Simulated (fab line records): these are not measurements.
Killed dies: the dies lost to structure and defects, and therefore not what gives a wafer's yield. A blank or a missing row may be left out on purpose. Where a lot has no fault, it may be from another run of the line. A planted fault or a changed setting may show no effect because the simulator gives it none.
Split-lot experiment ; flow rit cmos ; 5 lots, 23 wafers read, on a route of 202 steps

THE SPLIT
At RIT_GATE_EXPOSE_13 (exposes mask M6, target cd 150 nm), the setting dose mj was moved away from the recipe's 380 on 7 of the 23 wafers read, by -2.8% to +4.9%. This setting was run at the recipe's value on the other wafers.

FROM THE SPLIT TO THE READING: what the file shows between them, 6 steps
- RIT_GATE_PEB_14
- RIT_GATE_DEVELOP_15: develop time 50 s
- RIT_GATE_CD_MEAS_16: target cd 150 nm
- RIT_GATE_HARDBAKE_18: time 60 s
- RIT_GATE_ETCH_19: etches poly-Si in SF6/CHF3/O2, stops on SiO2, time 165 s, target depth 312.5 nm
- RIT_GATE_STRIP_20: strips in O2, time 180 s

THE READING
At RIT_GATE_CD_MEAS_90: cd nm in nanometres, against a target cd of 150 nm. Typical for fault-free wafers on this fab line: 149.0 nm, with standard deviation 2.3 nm.

wafer;tool, chamber at the split;dose mj as run;against the recipe;cd nm, nm;against lot-mates on the recipe
L076.2;iline stepper-02, 0;380;recipe;154.5;-
L076.3;iline stepper-02, 0;380;recipe;156.0;-
L076.4;iline stepper-02, 0;380;recipe;152.7;-
L076.5;iline stepper-02, 0;380;recipe;153.9;-
L076.6;iline stepper-02, 0;380;recipe;153.8;-
L078.1;iline stepper-02, 0;380;recipe;148.5;-
L078.2;iline stepper-02, 0;380;recipe;148.1;-
L078.3;iline stepper-02, 0;390;+2.6%;136.7;-11.1
L078.4;iline stepper-02, 0;380;recipe;146.8;-
L078.5;iline stepper-02, 0;390;+2.6%;136.6;-11.2
L080.1;iline stepper-02, 0;369.3;-2.8%;162.1;+14.6
L080.2;iline stepper-02, 0;380;recipe;147.9;-
L080.3;iline stepper-02, 0;369.3;-2.8%;162.0;+14.5
L080.5;iline stepper-02, 0;380;recipe;147.1;-
L080.6;iline stepper-02, 0;369.3;-2.8%;162.0;+14.5
L082.1;iline stepper-01, 0;398.5;+4.9%;122.1;-26.1
L082.2;iline stepper-01, 0;380;recipe;150.2;-
L082.4;iline stepper-01, 0;398.5;+4.9%;123.3;-24.9
L082.5;iline stepper-01, 0;380;recipe;147.5;-
L082.6;iline stepper-01, 0;380;recipe;146.8;-
L083.2;iline stepper-02, 0;380;recipe;147.3;-
L083.4;iline stepper-02, 0;380;recipe;148.7;-
L083.6;iline stepper-02, 0;380;recipe;149.7;-

FIT RESULTS
A straight line over all 23 wafers: cd nm changes by -5.11 nm for each +1% of dose mj; r = -0.96; the points scatter about the line by 2.8 nm.
The same after taking each lot's own level away (the mean of its wafers on the recipe; 23 wafers): -5.06 nm for each +1%; r = -0.99; scatter 1.2 nm.
That fit puts the effect of the largest move of dose mj on the reading at 25 nm.
Measured against the standard deviation above, the lots' own levels, which go from 147.50 to 154.18 nm, span 2.9 times it.
The two slopes agree, so the slope changes little with the lot-to-lot level.
Check: with one of the wafers moved furthest among these (+4.9%) left out of the fit, the line predicts -23.8 nm for it against its lot-mates. It came out at -26.1 nm against them.

THE WHOLE CHAIN: every reading that the file lists as answering this split, in the file's order
step;what it does;reading;change (the file's fit);r (the file's)
RIT_GATE_CD_MEAS_16;target cd 150 nm;cd nm;-5.11 nm for each +1% of the setting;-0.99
RIT_GATE_ETCH_19;etches poly-Si in SF6/CHF3/O2, stops on SiO2, time 165 s, target depth 312.5 nm;GATE.cd nm (the simulator's own value, which no gauge read);-5.07 nm for each +1% of the setting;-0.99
RIT_GATE_CD_MEAS_90;target cd 150 nm;cd nm;-5.04 nm for each +1% of the setting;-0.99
RIT_M1_PROBE_99;;etest.pmos_0p15.r on ohm um (the simulator's own value, which no gauge read);-115 for each +1% of the setting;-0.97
RIT_M1_PROBE_99;;etest.nmos_0p15.drive ua um (the simulator's own value, which no gauge read);+25.5 for each +1% of the setting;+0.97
RIT_M1_PROBE_99;;etest.pmos turned.r on ohm um (the simulator's own value, which no gauge read);-120 for each +1% of the setting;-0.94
RIT_M1_PROBE_99;;etest.nmos_0p15.r on ohm um (the simulator's own value, which no gauge read);-35.2 for each +1% of the setting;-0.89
RIT_M1_PROBE_99;;etest.nmos turned.drive ua um (the simulator's own value, which no gauge read);+12.6 for each +1% of the setting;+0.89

FILE'S OWN FIT
cd nm changes by -5.04 nm for each +1% of dose mj, r = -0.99.
